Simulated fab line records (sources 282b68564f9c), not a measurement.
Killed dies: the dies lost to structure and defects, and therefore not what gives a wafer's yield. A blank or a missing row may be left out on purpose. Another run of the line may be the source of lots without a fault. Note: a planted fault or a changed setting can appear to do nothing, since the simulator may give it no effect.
Split-lot trial | flow ritCmos | on a route of 202 steps: 5 lots, 23 wafers read

## ABOUT THE SPLIT
At RIT_NWELL_IMPLANT_08, the setting energyKev was moved away from the recipe's 170 on 4 of the 23 wafers read, by -5.1% to -1.8%. For the rest of the wafers, this setting stayed at what the recipe calls for.

The split's own step is where the reading is taken.

## THE READING
implant.drpNm (the simulator's own value, which no gauge read), in nm, at RIT_NWELL_IMPLANT_08. No usual value for it is given in the file.

wafer  | tool, chamber at the split | energyKev as run | against the recipe | implant.drpNm, nm | against lot-mates on the recipe
L075.2 | implanter-01, 0            | 170              | recipe             | 68.82             | -
L075.5 | implanter-01, 0            | 170              | recipe             | 68.82             | -
L075.6 | implanter-01, 0            | 170              | recipe             | 68.82             | -
L076.1 | implanter-01, 0            | 170              | recipe             | 68.82             | -
L076.2 | implanter-01, 0            | 170              | recipe             | 68.82             | -
L076.3 | implanter-01, 0            | 170              | recipe             | 68.82             | -
L076.5 | implanter-01, 0            | 170              | recipe             | 68.82             | -
L076.6 | implanter-01, 0            | 170              | recipe             | 68.82             | -
L080.2 | implanter-02, 0            | 170              | recipe             | 68.82             | -
L080.3 | implanter-02, 0            | 170              | recipe             | 68.82             | -
L080.4 | implanter-02, 0            | 170              | recipe             | 68.82             | -
L080.5 | implanter-02, 0            | 161.4            | -5.1%              | 66.25             | -2.57
L080.6 | implanter-02, 0            | 161.4            | -5.1%              | 66.25             | -2.57
L082.1 | implanter-03, 0            | 167              | -1.8%              | 67.92             | -0.90
L082.5 | implanter-03, 0            | 167              | -1.8%              | 67.92             | -0.90
L082.2 | implanter-03, 0            | 170              | recipe             | 68.82             | -
L082.3 | implanter-03, 0            | 170              | recipe             | 68.82             | -
L082.4 | implanter-03, 0            | 170              | recipe             | 68.82             | -
L083.1 | implanter-01, 0            | 170              | recipe             | 68.82             | -
L083.2 | implanter-01, 0            | 170              | recipe             | 68.82             | -
L083.3 | implanter-01, 0            | 170              | recipe             | 68.82             | -
L083.4 | implanter-01, 0            | 170              | recipe             | 68.82             | -
L083.5 | implanter-01, 0            | 170              | recipe             | 68.82             | -

FIT RESULTS
A straight line over all 23 wafers: implant.drpNm changes by +0.508 nm for each +1% of energyKev; r = +1.00; the points scatter about the line by 0.001 nm.
The same after taking each lot's own level away (the mean of its wafers on the recipe; 23 wafers): +0.508 nm for each +1%; r = +1.00; scatter 0.001 nm.
According to that fit, moving energyKev by its largest amount changes the reading by 2.6 nm.
The lots' own levels span 68.820 to 68.820 nm.
The two slopes are in agreement: the lot-to-lot level therefore moves the slope only a little.
Check: for one of the wafers moved furthest among these (-5.1%), held out of the fit, the line's prediction against its lot-mates is -2.57 nm. Against them it came out at -2.57 nm.

## FURTHER SPLITS ON THESE WAFERS
These wafers also went through other splits before the reading. Each is held against what the fit with the lots' levels taken away leaves over:
other split on the same wafers  | wafers away from the commonest value | r with implant.drpNm (lot level and that fit taken away)
RIT_ACTIVE_OXIDATION_01 oxTimeS | 18                                   | -0.49
RIT_ACTIVE_SOFTBAKE_07 tempC    | 5                                    | +0.01

## THE WHOLE CHAIN: every reading that the file lists as answering this split, in the file's order
step                 | what it does | reading                                                        | change (the file's fit)               | r (the file's)
RIT_NWELL_IMPLANT_08 |              | implant.rpNm (the simulator's own value, which no gauge read)  | +2.23 nm for each +1% of the setting  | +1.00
RIT_NWELL_IMPLANT_08 |              | implant.drpNm (the simulator's own value, which no gauge read) | +0.509 nm for each +1% of the setting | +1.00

## THE FILE'S OWN FIT
implant.drpNm changes by +0.509 nm for each +1% of energyKev, r = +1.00.
